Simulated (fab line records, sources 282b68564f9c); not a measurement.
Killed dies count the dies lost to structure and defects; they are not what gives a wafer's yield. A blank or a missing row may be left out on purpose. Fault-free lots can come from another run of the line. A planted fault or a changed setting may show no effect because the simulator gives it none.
fab line records ; flow rit_cmos
record: lots: 15; wafers: 45; last_day: 7
route steps=202 shown GATE@95
lots with no fault: from the same line, run without faults
start_h: start of the lot's first displayed wafer, in hours after the record's first day ; wait_h: how many hours have passed since the lot's step before this one ; " as in the row above ; L1.1+2: a row that stands for several wafers ; - no value present, or no start provided ; * or withheld: withheld ; < > ~ a bound
route shown NAME@n: a module of which the file shows steps, and the number in the route of the first ; usual: average and standard deviation across the fault-free wafers ; same: alike in all rows ; chamber/n: place in a boat ; sites: the reading at each site ; _std_site: standard deviation of those values ; _edge_site: the outer-site mean with the inner-site mean subtracted ; radius_mm: for every site, how far away it sits from the centre of the wafer ; mask NAME#n: copy n ; behind: tool/chamber where the wafer was last shaped ; hold: the reason the lot was held/the length of the hold in hours/how it ended ; device: transistor that didn't switch, given as n, p or np ; end of line: at the end of the route, the tests of the same wafers ; step lacking rows: just its recipe ; killed: count of dies lost to structure and defects at first sort (not the wafer's yield) ; map: per-die view of a wafer (x killed, . not killed, _ where there is no die)
set.NAME: the run value of the setting; set.NAME@STEP: its run value at that earlier step ; model.NAME: the simulator's own value behind a step, which no gauge read
a sample of lots followed through the steps of the route, with each step as a table and each wafer as a row
services: a tool's chamber out of use, with start hour (start_h, from the record's first day; less than 0 if before it), hours out, and reason
== steps ==
step: RIT_GATE_ETCH_19
recipe: chemistry: SF6/CHF3/O2; time_s: 165; SF6_flow_sccm: 30; CHF3_flow_sccm: 30; O2_flow_sccm: 5; target: poly-Si; pressure_mtorr: 40; rf_w: 160; target_depth_a: 3125; over_etch_frac: 0.25; stop_on: SiO2
usual: O2_flow_sccm: 5.001/0.015; SF6_flow_sccm: 29.99/0.09; drypump_motor_current_A: 5.8/0.53; oes_product_au: 0.850/0.015; over_etch_frac: 0.25/0; throttle_valve_pct: 10.19/0.16
same: time_s: 165
lot.wafer;tool;chamber;start_h;wait_h;O2_flow_sccm;SF6_flow_sccm;drypump_motor_current_A;oes_product_au;over_etch_frac;rf_hours_counter_h;throttle_valve_pct
L625.1;rie_si-01;2;38.45;0.1;5.002;30.06;5.3;0.844;0.25;44;10.26
L625.3;rie_si-01;1;38.45;0.1;4.998;29.92;6.1;0.856;0.25;1;10.45
L625.5;rie_si-01;3;38.45;0.1;5.002;30.06;5.0;0.829;0.25;-;10.10
L627.2;rie_si-01;0;48.01;0.1;5.013;30.03;6.4;0.854;0.25;42;10.26
L627.3;rie_si-01;2;48.01;0.1;4.996;29.99;5.3;0.859;0.25;44;10.28
L627.4;rie_si-01;1;48.01;0.1;5.000;30.08;6.1;0.872;0.25;2;10.43
L628.1;rie_si-02;2;56.52;0.1;5.006;29.95;6.3;0.853;0.25;34;10.02
L628.4;rie_si-02;3;56.52;0.1;5.019;30.14;6.1;0.817;0.25;94;10.33
L628.6;rie_si-02;2;56.52;0.1;5.020;29.98;6.3;0.837;0.25;-;10.00
L629.1;rie_si-01;3;56.68;0.1;4.991;30.02;5.0;0.841;0.25;120;10.08
L629.3;rie_si-01;2;56.68;0.1;5.017;30.01;5.3;0.847;0.25;44;10.27
L629.4;rie_si-01;1;56.68;0.1;5.010;30.02;6.1;0.860;0.25;2;10.43
L631.2;rie_si-01;0;67.80;0.1;4.999;29.90;6.5;0.845;0.25;42;10.27
L631.3;rie_si-01;1;67.80;0.1;5.004;29.87;6.1;0.866;0.25;2;10.42
L631.4;rie_si-01;2;67.80;0.1;5.012;30.01;5.3;0.857;0.25;44;10.26
L632.3;rie_si-02;2;71.49;0.1;4.979;29.99;6.3;0.845;0.25;34;10.01
L632.4;rie_si-02;0;71.49;0.1;4.979;29.98;5.1;0.850;0.25;2;10.23
L632.5;rie_si-02;0;71.49;0.1;4.994;29.98;5.1;0.838;0.25;-;10.22
L633.1;rie_si-01;2;77.33;0.1;4.999;30.06;5.3;0.848;0.25;45;10.29
L633.4;rie_si-01;3;77.33;0.1;5.000;30.05;5.1;0.835;0.25;120;10.10
L633.6;rie_si-01;1;77.33;0.1;5.028;30.16;6.1;0.860;0.25;-;10.43
L634.1;rie_si-02;0;82.66;0.1;5.005;29.95;5.1;0.845;0.25;2;10.22
L634.2;rie_si-02;1;82.66;0.1;4.996;29.83;6.0;0.863;0.25;2;9.92
L634.4;rie_si-02;2;82.66;0.1;4.990;30.05;6.3;0.856;0.25;35;10.02
L635.2;rie_si-01;3;87.01;0.1;5.004;29.80;5.0;0.839;0.25;120;10.08
L635.3;rie_si-01;0;87.01;0.1;4.988;29.96;6.4;0.847;0.25;42;10.27
L635.4;rie_si-01;2;87.01;0.1;5.001;29.87;5.3;0.844;0.25;45;10.29
L636.1;rie_si-02;3;91.86;0.1;5.001;29.94;6.1;0.805;0.25;94;10.32
L636.5;rie_si-02;2;91.86;0.1;4.976;29.97;6.3;0.849;0.25;-;10.01
L636.6;rie_si-02;1;91.86;0.1;5.033;29.95;6.0;0.872;0.25;-;9.92
L637.2;rie_si-01;0;98.74;0.1;4.999;29.98;6.4;0.856;0.25;42;10.25
L637.4;rie_si-01;2;98.74;0.1;5.004;29.99;5.3;0.864;0.25;45;10.27
L637.5;rie_si-01;1;98.74;0.1;4.983;29.99;6.1;0.869;0.25;-;10.44
L640.1;rie_si-02;2;111.46;0.1;4.994;29.95;6.3;0.890;0.20628;35;10.00
L640.2;rie_si-02;0;111.46;0.1;5.013;30.15;5.1;0.873;0.20628;2;10.21
L640.4;rie_si-02;3;111.46;0.1;4.990;30.03;6.1;0.835;0.20628;94;10.34
L642.1;rie_si-02;2;121.31;0.1;5.003;29.99;6.3;0.878;0.20628;35;10.00
L642.3;rie_si-02;1;121.31;0.1;5.017;30.13;6.0;0.884;0.20628;2;9.91
L642.5;rie_si-02;0;121.31;0.1;5.002;29.93;5.1;0.860;0.20628;-;10.22
L644.1;rie_si-02;2;132.08;0.1;5.021;29.98;6.3;0.880;0.20628;35;10.01
L644.5;rie_si-02;0;132.08;0.1;5.005;29.87;5.1;0.865;0.20628;-;10.20
L644.6;rie_si-02;3;132.08;0.1;4.971;29.99;6.0;0.837;0.20628;-;10.32
L647.1;rie_si-01;1;146.17;0.1;4.987;30.09;6.1;0.855;0.25;2;10.44
L647.2;rie_si-01;0;146.17;0.1;4.995;30.01;6.4;0.840;0.25;43;10.25
L647.6;rie_si-01;0;146.17;0.1;5.001;30.16;6.4;0.852;0.25;-;10.26
== services ==
tool;chamber;start_h;hours;kind
rie_si-01;-;83.80;2.8;pm
rie_si-01;-;100.07;0.5;repair
rie_si-01;-;105.78;0.1;repair
== key ==
first_sign: step: RIT_GATE_ETCH_19; reading: over_etch_frac; direction: down; sigmas: 99+; usual: 0.25; struck: 0.20628
effect none on later readings
met_at RIT_GATE_ETCH_19
struck_lots L640,L642,L644
tester_left_out L640,L642,L644
onset_between 91.86 111.46
fault: kind: process_parameter_drift; tool: rie_si-02; chamber: -; onset_h: 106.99; steps: RIT_GATE_ETCH_19; channel: over_etch_frac; offset: -0.043725; shape: step; end_h: 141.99; stated: 0.25
tester_left_out: of these lots the tester's yield and bins aren't shown, on N5 and GAA mostly nor the transistor test; their killed dies are dies lost to structure and defects alone, not to doping, threshold or leakage, so they don't give the yield
